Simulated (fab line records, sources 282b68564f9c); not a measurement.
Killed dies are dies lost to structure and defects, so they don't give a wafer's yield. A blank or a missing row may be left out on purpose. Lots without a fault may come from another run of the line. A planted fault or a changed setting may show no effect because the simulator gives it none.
A struck lot beside a sound one | flow rit_cmos | 18 steps out of a route of 202
Sound: wafers L955.1, L955.2, L955.4. Struck: wafers L968.3, L968.4, L968.5. The cause comes at the end.
At each step with rows: each side's tool, then ch and its chambers, then its first start. Under that, the readings that differ: sound wafers | struck wafers | difference of the means | sigmas: that difference in standard deviations of wafers without a fault.
alike: readings whose means differ by less than 2 such deviations, and words and numbers that are the same on both sides. not compared: withheld readings, readings that some wafer has no value for, bounds like >300 that may hide the same value, and numbers for which the record gives no deviation and whose values overlap.
The two part at a step that has a row with sigmas, a row that says differs or no value, or rows on one side only. Numbers that don't overlap but have no deviation are shown without sigmas and don't part them. A reading that every wafer of one side lacks parts them only if that side has two wafers or more.

first, 4 steps without rows for these wafers: RIT_PSD_SOFTBAKE_02 (time 60 s); RIT_PSD_EXPOSE_03 (exposes mask M10, target cd 40900 nm); RIT_PSD_PEB_04; RIT_PSD_DEVELOP_05 (develop time 50 s).
RIT_PSD_OVL_MEAS_06:
  sound on overlay-02, day 4 06:10; struck on overlay-01, day 6 18:07
  alike: PSD_OVL
then, 2 steps without rows for these wafers: RIT_PSD_HARDBAKE_07 (time 60 s); RIT_PSD_IMPLANT_08.
RIT_PSD_STRIP_09: strips in O2, time 180 s.
  sound on plasma_asher-04 ch 0,1, day 4 06:29; struck on plasma_asher-02 ch 0,1, day 6 18:30
  alike: drypump_motor_current_A, rf_refl_power_W
  not compared: rf_hours_counter_h
RIT_PSD_TW_MEAS_10:
  sound on film_metro-03, day 4 06:40; struck on film_metro-02, day 6 18:38
  alike: PSD_TW
then, 3 steps without rows for these wafers: RIT_SDANNEAL_CLEAN_00 (cleans in SC1, time 600 s); RIT_SDANNEAL_CLEAN_01 (cleans in dHF, time 30 s); RIT_SDANNEAL_CLEAN_02 (cleans in SC2, time 600 s).
RIT_SDANNEAL_RTA_03: time 5 s.
  sound on rtp_anneal-02 ch 0, day 4 07:06; struck on rtp_anneal-01 ch 0, day 6 19:04
  alike: chamber_o2_ppm, wafer_temp_C_max
RIT_SDANNEAL_RS_MEAS_04: measures by four-point-probe.
  sound on film_metro-02, day 4 07:10; struck on film_metro-03, day 6 19:09
  reading         | sound                | struck            | difference | sigmas
  PSD_RS (ohm/sq) | 116.27 116.08 116.05 | 96.12 96.14 95.93 | -20.07     | -69
RIT_SDANNEAL_RS_MEAS_05: measures by four-point-probe.
  sound on film_metro-02, day 4 07:17; struck on film_metro-03, day 6 19:16
  reading         | sound             | struck            | difference | sigmas
  NSD_RS (ohm/sq) | 84.53 84.62 84.60 | 83.66 83.46 83.83 | -0.93      | -3
RIT_SDANNEAL_RS_MEAS_06: measures by four-point-probe.
  sound on film_metro-02, day 4 07:24; struck on film_metro-03, day 6 19:23
  reading          | sound             | struck            | difference | sigmas
  PLDD_RS (ohm/sq) | 178.5 178.7 178.9 | 161.0 161.6 161.5 | -17.3      | -39
RIT_SDANNEAL_RS_MEAS_07: measures by four-point-probe.
  sound on film_metro-02, day 4 07:31; struck on film_metro-03, day 6 19:31
  alike: NLDD_RS
RIT_M1_PROBE_99:
  sound on prober-01, day 4 14:34; struck on prober-01, day 7 02:44
  alike: killed_at_front_end, killed_dies, killed_open, killed_short

WHERE THEY PART
First at RIT_SDANNEAL_RS_MEAS_04; last, within this record, at RIT_SDANNEAL_RS_MEAS_06. Later steps at which nothing parts them and some readings are alike: RIT_SDANNEAL_RS_MEAS_07, RIT_M1_PROBE_99.

WHY: what the simulator had put in
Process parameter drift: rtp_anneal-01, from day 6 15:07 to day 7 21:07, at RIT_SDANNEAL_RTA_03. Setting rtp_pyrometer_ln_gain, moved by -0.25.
